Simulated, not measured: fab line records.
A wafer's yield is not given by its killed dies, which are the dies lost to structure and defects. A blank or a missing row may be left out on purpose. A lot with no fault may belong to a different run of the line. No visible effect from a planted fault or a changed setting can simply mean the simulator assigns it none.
Lot-split experiment -- flow rit cmos -- 23 wafers read across 5 lots, on a route 202 steps long

## SPLIT DETAILS
At RIT_ACTIVE_CVD_03 (deposits Si3N4 from SiH2Cl2/NH3, target thk 150 nm, time 1500 s), the setting pressure mtorr was moved away from the recipe's 300 mTorr on 15 of the 23 wafers read, by -10.3% to +12.9%. This setting was run at the recipe's value on the other wafers.

Between the split and the reading, the file records no step.

## THE READING
Values of ACTIVE_NITRIDE_THK in nm from RIT_ACTIVE_THK_MEAS_04. Typical for fault-free wafers on this fab line: 150.1 nm, with standard deviation 1.3 nm.

wafer,"tool, chamber at the split","pressure mtorr as run, mTorr",against the recipe,"ACTIVE_NITRIDE_THK, nm",against lot-mates on the recipe
L075.2,"-, -",338.6,+12.9%,153.9,no lot-mate on the recipe
L075.3,"-, -",338.6,+12.9%,154.0,no lot-mate on the recipe
L075.4,"-, -",338.6,+12.9%,154.9,no lot-mate on the recipe
L075.5,"-, -",338.6,+12.9%,154.0,no lot-mate on the recipe
L075.6,"-, -",338.6,+12.9%,154.2,no lot-mate on the recipe
L078.1,"-, -",300,recipe,148.2,-
L078.2,"-, -",300,recipe,150.8,-
L078.3,"-, -",300,recipe,150.2,-
L078.5,"-, -",300,recipe,151.4,-
L078.6,"-, -",300,recipe,149.9,-
L079.1,"-, -",269.1,-10.3%,144.8,no lot-mate on the recipe
L079.2,"-, -",269.1,-10.3%,144.9,no lot-mate on the recipe
L079.3,"-, -",269.1,-10.3%,144.3,no lot-mate on the recipe
L079.4,"-, -",269.1,-10.3%,143.8,no lot-mate on the recipe
L079.6,"-, -",269.1,-10.3%,145.0,no lot-mate on the recipe
L082.1,"lpcvd-01, 1",300,recipe,149.2,-
L082.2,"lpcvd-01, 1",300,recipe,149.0,-
L082.3,"lpcvd-01, 1",300,recipe,148.8,-
L084.1,"-, -",286.2,-4.6%,147.9,no lot-mate on the recipe
L084.2,"-, -",286.2,-4.6%,148.1,no lot-mate on the recipe
L084.3,"-, -",286.2,-4.6%,149.0,no lot-mate on the recipe
L084.4,"-, -",286.2,-4.6%,148.4,no lot-mate on the recipe
L084.6,"-, -",286.2,-4.6%,147.5,no lot-mate on the recipe

FIT RESULTS
A straight line over all 23 wafers: ACTIVE_NITRIDE_THK changes by +0.4 nm for each +1% of pressure mtorr; r = +0.97; the points scatter about the line by 0.9 nm.
Too few moved wafers have a lot-mate on the recipe to fit a line with each lot's own level taken away.

## THE WHOLE CHAIN: every reading that the file lists as answering this split, in the file's order
step,what it does,reading,change (the file's fit),r (the file's)
RIT_ACTIVE_CVD_03,"deposits Si3N4 from SiH2Cl2/NH3, target thk 150 nm, time 1500 s","Si3N4_of_ACTIVE_CVD_03.thk nm (the simulator's own value, which no gauge read)",+0.402 nm for each +1% of the setting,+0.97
RIT_ACTIVE_THK_MEAS_04,,ACTIVE_NITRIDE_THK,+0.4 for each +1% of the setting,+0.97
RIT_ACTIVE_ETCH_13,"etches Si3N4 in SF6, stops on SiO2, time 210 s, target depth 210 nm","ACTIVE.feature depth nm (the simulator's own value, which no gauge read)",+0.414 nm for each +1% of the setting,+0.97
RIT_ACTIVE_ETCH_13,"etches Si3N4 in SF6, stops on SiO2, time 210 s, target depth 210 nm","etch.depth nm (the simulator's own value, which no gauge read)",+0.402 nm for each +1% of the setting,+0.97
RIT_FOX1_WET_ETCH_02,"etches SiO2 in BOE, target depth 350 nm, time 390 s","Si3N4_of_ACTIVE_CVD_03.thk nm (the simulator's own value, which no gauge read)",+0.405 nm for each +1% of the setting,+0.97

## THE FILE'S OWN FIT
ACTIVE_NITRIDE_THK changes by +0.4 nm for each +1% of pressure mtorr, r = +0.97.
